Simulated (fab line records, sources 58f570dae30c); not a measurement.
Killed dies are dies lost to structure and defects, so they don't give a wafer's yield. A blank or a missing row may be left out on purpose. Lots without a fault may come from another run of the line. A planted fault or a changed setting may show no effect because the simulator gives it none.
Split-lot experiment | flow berkeley_cmos170 | 5 lots, 23 wafers read, on a route of 331 steps

THE SPLIT
At UCB170_NSD_EXPOSE_03 (exposes mask NSELECT MOD, target cd 1200 nm), the setting dose_mj was moved away from the recipe's 30 on 9 of the 23 wafers read, by -2.5% to +7.1%. The other wafers ran this setting at the recipe's value.

FROM THE SPLIT TO THE READING: what the file shows between them, 2 steps
- UCB170_NSD_PEB_04
- UCB170_NSD_DEVELOP_05: develop time 45 s

THE READING
cd_nm, in nm, at UCB170_NSD_CD_MEAS_06 (target cd 1200 nm). Fault-free wafers of this fab line usually give 1201.1 nm, standard deviation 1.7 nm.

wafer  | tool, chamber at the split | dose_mj as run | against the recipe | cd_nm, nm | against lot-mates on the recipe
L074.1 | krf_scanner-01, 0          | 30             | recipe             | 1200.6    | -
L074.3 | krf_scanner-01, 0          | 30             | recipe             | 1201.0    | -
L074.4 | krf_scanner-01, 0          | 30             | recipe             | 1200.8    | -
L074.5 | krf_scanner-01, 0          | 32.13          | +7.1%              | 1213.9    | +13.1
L074.6 | krf_scanner-01, 0          | 32.13          | +7.1%              | 1212.8    | +12.0
L080.2 | krf_scanner-01, 0          | 30             | recipe             | 1198.9    | -
L080.3 | krf_scanner-01, 0          | 29.25          | -2.5%              | 1194.2    | -4.3
L080.4 | krf_scanner-01, 0          | 30             | recipe             | 1198.3    | -
L080.5 | krf_scanner-01, 0          | 30             | recipe             | 1198.4    | -
L080.6 | krf_scanner-01, 0          | 29.25          | -2.5%              | 1194.6    | -3.9
L082.1 | krf_scanner-01, 0          | 30             | recipe             | 1200.9    | -
L082.2 | krf_scanner-01, 0          | 31.45          | +4.8%              | 1209.1    | +8.2
L082.4 | krf_scanner-01, 0          | 31.45          | +4.8%              | 1207.9    | +7.1
L082.5 | krf_scanner-01, 0          | 30             | recipe             | 1200.8    | -
L082.6 | krf_scanner-01, 0          | 31.45          | +4.8%              | 1210.0    | +9.2
L084.1 | krf_scanner-01, 0          | 30             | recipe             | 1200.3    | -
L084.5 | krf_scanner-01, 0          | 30             | recipe             | 1201.4    | -
L084.6 | krf_scanner-01, 0          | 30             | recipe             | 1203.0    | -
L081.2 | krf_scanner-02, 0          | 31             | +3.3%              | 1207.5    | +7.0
L081.3 | krf_scanner-02, 0          | 30             | recipe             | 1199.3    | -
L081.4 | krf_scanner-02, 0          | 30             | recipe             | 1200.7    | -
L081.5 | krf_scanner-02, 0          | 31             | +3.3%              | 1206.4    | +5.9
L081.6 | krf_scanner-02, 0          | 30             | recipe             | 1201.5    | -

THE FIT
A straight line over all 23 wafers: cd_nm changes by +1.89 nm for each +1% of dose_mj; r = +0.98; the points scatter about the line by 1.2 nm.
The same after taking each lot's own level away (the mean of its wafers on the recipe; 23 wafers): +1.74 nm for each +1%; r = +0.99; scatter 0.73 nm.
On that fit, the largest move of dose_mj shifts the reading by 12 nm.
The lots' own levels span 1198.53 to 1201.57 nm, that is 1.8 times the standard deviation above.
So the lot-to-lot level changes the slope little: the two slopes agree.
Check: with one of the wafers moved furthest among these (+7.1%) left out of the fit, the line predicts +12.2 nm for it against its lot-mates. It came out at +13.1 nm against them.

OTHER SPLITS ON THESE WAFERS
These wafers also went through other splits before the reading. Each is held against what the fit with the lots' levels taken away leaves over:
other split on the same wafers    | wafers away from the commonest value | r with cd_nm (lot level and that fit taken away)
UCB170_GATE_PEB_10 peb_temp_c     | 5                                    | +0.10
UCB170_PLDD_COAT_01 resist_thk_nm | 10                                   | -0.22
UCB170_NLDD_PEB_04 peb_temp_c     | 11                                   | -0.27
UCB170_PSD_IMPLANT_08 dose_cm2    | 11                                   | -0.06

THE FILE'S OWN FIT
cd_nm changes by +1.76 nm for each +1% of dose_mj, r = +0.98.
